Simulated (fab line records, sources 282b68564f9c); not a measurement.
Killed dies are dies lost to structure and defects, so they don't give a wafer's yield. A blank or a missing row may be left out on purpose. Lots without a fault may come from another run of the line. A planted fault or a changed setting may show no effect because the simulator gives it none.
A struck lot beside a sound one | flow rit_cmos | 30 steps out of a route of 202
Sound: wafers L296.4, L296.5, L296.6. Struck: wafers L298.1, L298.2, L298.4. The cause comes at the end.
At each step with rows: each side's tool, then ch and its chambers, then its first start. Under that, the readings that differ: sound wafers | struck wafers | difference of the means | sigmas: that difference in standard deviations of wafers without a fault.
alike: readings whose means differ by less than 2 such deviations, and words and numbers that are the same on both sides. not compared: withheld readings, readings that some wafer has no value for, bounds like >300 that may hide the same value, and numbers for which the record gives no deviation and whose values overlap.
The two part at a step that has a row with sigmas, a row that says differs or no value, or rows on one side only. Numbers that don't overlap but have no deviation are shown without sigmas and don't part them. A reading that every wafer of one side lacks parts them only if that side has two wafers or more.

RIT_FOX2_THK_MEAS_01:
  sound on film_metro-03, day 3 12:14; struck on film_metro-04, day 3 17:41
  alike: FOX2_OXIDE_THK
then, 2 steps without rows for these wafers: RIT_FOX2_CLEAN_02 (cleans in dHF, time 180 s); RIT_FOX2_WET_ETCH_03 (etches Si3N4 in H3PO4, target depth 195 nm, time 2700 s).
RIT_FOX2_THK_MEAS_90:
  sound on film_metro-04, day 3 13:11; struck on film_metro-02, day 3 18:38
  alike: FIELD_OXIDE_LEFT_1_THK
then, 6 steps without rows for these wafers: RIT_NWELL_HMDS_00 (prime time 60 s); RIT_NWELL_COAT_01 (resist thk 1300 nm); RIT_NWELL_SOFTBAKE_02 (time 60 s); RIT_NWELL_EXPOSE_03 (exposes mask M2, target cd 43900 nm); RIT_NWELL_PEB_04; RIT_NWELL_DEVELOP_05 (develop time 68 s).
RIT_NWELL_OVL_MEAS_06:
  sound on overlay-01, day 3 14:09; struck on overlay-02, day 3 19:42
  alike: NWELL_OVL
then, 1 step without rows for these wafers: RIT_NWELL_HARDBAKE_07 (time 120 s).
RIT_NWELL_IMPLANT_08:
  sound on implanter-04 ch 0, day 3 14:29; struck on implanter-02 ch 0, day 3 19:59
  reading                          | sound                     | struck                        | difference | sigmas
  beam_on_s (s)                    | 9.98 9.98 10.52           | 11.10 10.74 10.87             | +0.74      | +4
  end_station_pressure_torr (Torr) | 5.22e-06 5.18e-06 5.8e-06 | 4.924e-05 5.205e-05 5.063e-05 | +4.524e-05 | +99 or more
  faraday_current_uA               | 158.8 158.6 149.7         | 144.3 148.6 147.7             | -8.8       | -3
RIT_NWELL_STRIP_09: strips in O2, time 180 s.
  sound on plasma_asher-03 ch 0,1, day 3 14:38; struck on plasma_asher-01 ch 0,1, day 3 20:08
  alike: drypump_motor_current_A
  not compared: rf_hours_counter_h
RIT_NWELL_TW_MEAS_10:
  sound on film_metro-03, day 3 14:46; struck on film_metro-04, day 3 20:19
  reading  | sound          | struck         | difference | sigmas
  NWELL_TW | 2119 2141 2141 | 2219 2227 2224 | +90        | +7
then, 6 steps without rows for these wafers: RIT_PWELL_HMDS_00 (prime time 60 s); RIT_PWELL_COAT_01 (resist thk 1300 nm); RIT_PWELL_SOFTBAKE_02 (time 60 s); RIT_PWELL_EXPOSE_03 (exposes mask M3, target cd 43700 nm); RIT_PWELL_PEB_04; RIT_PWELL_DEVELOP_05 (develop time 68 s).
RIT_PWELL_OVL_MEAS_06:
  sound on overlay-02, day 3 15:49; struck on overlay-02, day 3 21:23
  alike: PWELL_OVL
then, 2 steps without rows for these wafers: RIT_PWELL_HARDBAKE_07 (time 120 s); RIT_PWELL_IMPLANT_08.
RIT_PWELL_STRIP_09: strips in O2, time 180 s.
  sound on plasma_asher-04 ch 0,1, day 3 16:18; struck on plasma_asher-03 ch 0,1, day 3 21:49
  alike: drypump_motor_current_A
  not compared: rf_hours_counter_h
RIT_PWELL_TW_MEAS_10:
  sound on film_metro-04, day 3 16:27; struck on film_metro-03, day 3 21:59
  alike: PWELL_TW
then, 1 step without rows for these wafers: RIT_WELLDRIVE_ANNEAL_00 (time 14700 s).
RIT_WELLDRIVE_RS_MEAS_01: measures by four-point-probe.
  sound on film_metro-03, day 3 23:05; struck on film_metro-04, day 4 07:16
  reading           | sound             | struck            | difference | sigmas
  NWELL_RS (ohm/sq) | 275.3 274.8 276.1 | 260.8 260.3 259.2 | -15.3      | -18
RIT_WELLDRIVE_RS_MEAS_02: measures by four-point-probe.
  sound on film_metro-03, day 3 23:13; struck on film_metro-04, day 4 07:23
  alike: PWELL_RS
RIT_M1_PROBE_99:
  sound on prober-02, day 5 08:55; struck on prober-02, day 5 15:50
  reading                                 | sound                | struck               | difference | sigmas
  model.etest.nwell_pinched.rs_ohm_sq     | 337.7 337.7 332.5    | 319.3 317.5 318.4    | -17.6      |
  model.etest.well_edge_left.line_ohm_um  | 181.9 181 181.3      | 172 168.1 172.1      | -11        |
  model.etest.well_edge_right.line_ohm_um | 179.7 181.7 182.4    | 170.5 168.9 171.9    | -10.8      |
  model.etest.field_p.vt_v (V)            | -12.74 -12.72 -12.78 | -13.1 -13.16 -13.14  | -0.4       |
  model.etest.diode_pplus_nwell.bv_v (V)  | 6.746 6.678 6.595    | 6.465 6.42 6.383     | -0.250     |
  model.etest.vpnp.gain                   | 1.065 1.059 1.052    | 0.9652 0.9579 0.9435 | -0.1031    |
  alike: killed_at_contacts, killed_at_front_end, killed_dies, killed_open, killed_short
  not compared: model.etest.field_p_metal.vt_v, model.etest.iso_nwell_nwell.bv_v

WHERE THEY PART
First at RIT_NWELL_IMPLANT_08; last, within this record, at RIT_WELLDRIVE_RS_MEAS_01. Later steps at which nothing parts them and some readings are alike: RIT_WELLDRIVE_RS_MEAS_02, RIT_M1_PROBE_99.

WHY: what the simulator had put in
Process parameter drift: implanter-02, from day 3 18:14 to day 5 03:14, at RIT_NWELL_IMPLANT_08. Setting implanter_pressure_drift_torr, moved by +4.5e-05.
Process parameter drift: implanter-02, from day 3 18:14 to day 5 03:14, at RIT_NWELL_IMPLANT_08. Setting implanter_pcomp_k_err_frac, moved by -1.
